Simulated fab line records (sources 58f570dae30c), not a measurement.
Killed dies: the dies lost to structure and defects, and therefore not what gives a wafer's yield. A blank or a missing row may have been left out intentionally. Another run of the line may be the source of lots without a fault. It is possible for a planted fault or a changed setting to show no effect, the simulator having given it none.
Which tool was responsible? | flow berkeley_cmos170 | 14 lots, 42 wafers sampled, at 3 steps of a route of 331

== WHAT THE GAUGES READ, wafer by wafer ==
UCB170_M3_CD_MEAS_15 targets a cd of 700 nm. Usual: cd_nm 700.3 nm, standard deviation 1.6.
lot  | measured     | on        | cd_nm (nm)        | flag
L123 | day 8 02:05  | cd_sem-01 | 701.3 700.9 700.7 |
L124 | day 8 03:20  | cd_sem-02 | 701.3 699.8 700.4 |
L125 | day 8 13:21  | cd_sem-01 | 700.9 700.8 701.9 |
L127 | day 8 23:16  | cd_sem-01 | 701.2 702.0 701.1 |
L129 | day 9 01:16  | cd_sem-01 | 699.2 699.5 698.8 |
L132 | day 9 22:56  | cd_sem-01 | 698.6 699.5 698.4 |
L133 | day 9 23:45  | cd_sem-01 | 698.8 697.1 697.7 |
L134 | day 10 04:28 | cd_sem-02 | 698.4 698.7 700.0 |
L135 | day 10 04:49 | cd_sem-02 | 698.7 698.9 699.5 |
L139 | day 10 22:26 | cd_sem-02 | 697.7 698.2 697.5 |
L140 | day 11 12:24 | cd_sem-02 | 698.3 698.8 697.5 |
L141 | day 11 11:43 | cd_sem-01 | 702.2 700.9 703.0 |
L142 | day 12 05:01 | cd_sem-01 | 697.6 698.9 698.5 |
L143 | day 12 03:54 | cd_sem-01 | 700.2 699.3 700.3 |

UCB170_M3_OVL_MEAS_16. Usual: M3_OVL gives 0 nm (standard deviation 4.9).
lot  | measured     | on         | M3_OVL (nm) | flag
L123 | day 8 02:11  | overlay-01 | -2 2 -2     |
L124 | day 8 03:28  | overlay-02 | 7 10 12     |
L125 | day 8 13:28  | overlay-02 | 3 -3 -4     |
L127 | day 8 23:22  | overlay-01 | 11 -8 2     |
L129 | day 9 01:22  | overlay-02 | 3 -9 6      |
L132 | day 9 23:03  | overlay-01 | -2 2 -1     |
L133 | day 9 23:52  | overlay-01 | -6 1 -1     |
L134 | day 10 04:35 | overlay-02 | -6 -1 2     |
L135 | day 10 04:56 | overlay-02 | -3 -4 0     |
L139 | day 10 22:32 | overlay-02 | -3 -4 0     |
L140 | day 11 12:31 | overlay-01 | 2 1 1       |
L141 | day 11 11:49 | overlay-01 | 1 -3 9      |
L142 | day 12 05:08 | overlay-01 | -3 -5 -3    |
L143 | day 12 04:00 | overlay-02 | -2 1 -4     |

== WHAT TOOL EACH LOT RAN ON (gives the tool, then ch and the chambers of the sampled wafers, and finally the start) ==
lot  | UCB170_GATE_STRIP_16
L123 | plasma_asher-03 ch 0,1, day 6 11:56
L124 | plasma_asher-02 ch 0,1, day 6 12:03
L125 | plasma_asher-03 ch 0,1, day 6 22:38
L127 | plasma_asher-02 ch 0, day 7 03:26
L129 | plasma_asher-02 ch 0,1, day 7 09:04
L132 | plasma_asher-02 ch 0,1, day 8 07:26
L133 | plasma_asher-03 ch 0,1, day 8 07:29
L134 | plasma_asher-02 ch 0,1, day 8 13:53
L135 | plasma_asher-03 ch 0,1, day 8 14:01
L139 | plasma_asher-01 ch 0,1, day 9 09:52
L140 | plasma_asher-03 ch 0,1, day 9 18:34
L141 | plasma_asher-01 ch 0,1, day 9 18:54
L142 | plasma_asher-03 ch 0,1, day 10 02:12
L143 | plasma_asher-01 ch 0,1, day 10 02:20
- UCB170_GATE_STRIP_16: strips in O2.

== AS READ BY THE TOOLS THEMSELVES (means over the sampled wafers that have a number; for cases with no such wafer, the mark the record gives instead) ==
UCB170_GATE_STRIP_16. Usual: drypump_motor_current_A 5.8 A, standard deviation 0.5; oes_product_au 0.724 a.u., standard deviation 0.0044.
lot  | tool            | drypump_motor_current_A (A) | oes_product_au (a.u.) | flag
L123 | plasma_asher-03 | 6.0                         | 0.719                 |
L124 | plasma_asher-02 | 5.4                         | 0.725                 |
L125 | plasma_asher-03 | 5.7                         | 0.721                 |
L127 | plasma_asher-02 | 5.7                         | 0.727                 |
L129 | plasma_asher-02 | 5.4                         | 0.726                 |
L132 | plasma_asher-02 | 5.5                         | 0.727                 |
L133 | plasma_asher-03 | 5.6                         | 0.723                 |
L134 | plasma_asher-02 | 5.4                         | 0.718                 |
L135 | plasma_asher-03 | 6.0                         | 0.730                 |
L139 | plasma_asher-01 | 6.2                         | 0.724                 |
L140 | plasma_asher-03 | 5.6                         | 0.726                 |
L141 | plasma_asher-01 | 5.9                         | 0.722                 |
L142 | plasma_asher-03 | 6.1                         | 0.725                 |
L143 | plasma_asher-01 | 6.2                         | 0.720                 |

== THE ANSWER, worked out from the rows above alone ==
Rule: lot off if the mean of its wafers having a number is beyond 3 standard deviations from the usual mean. Also off: a lot with no number at a reading for which 4 or more lots have one. All remaining lots with rows at the step are treated as sound. First the gauges in route order, then the tools' own readings, where a lot's mean is used as printed above. At the first step where some lot is off, the reading lying furthest off is the one used; lots without a number count as furthest.
No lot is off at any reading shown: from this, nothing can be told.

== WHAT WAS PUT IN BY THE SIMULATOR ==
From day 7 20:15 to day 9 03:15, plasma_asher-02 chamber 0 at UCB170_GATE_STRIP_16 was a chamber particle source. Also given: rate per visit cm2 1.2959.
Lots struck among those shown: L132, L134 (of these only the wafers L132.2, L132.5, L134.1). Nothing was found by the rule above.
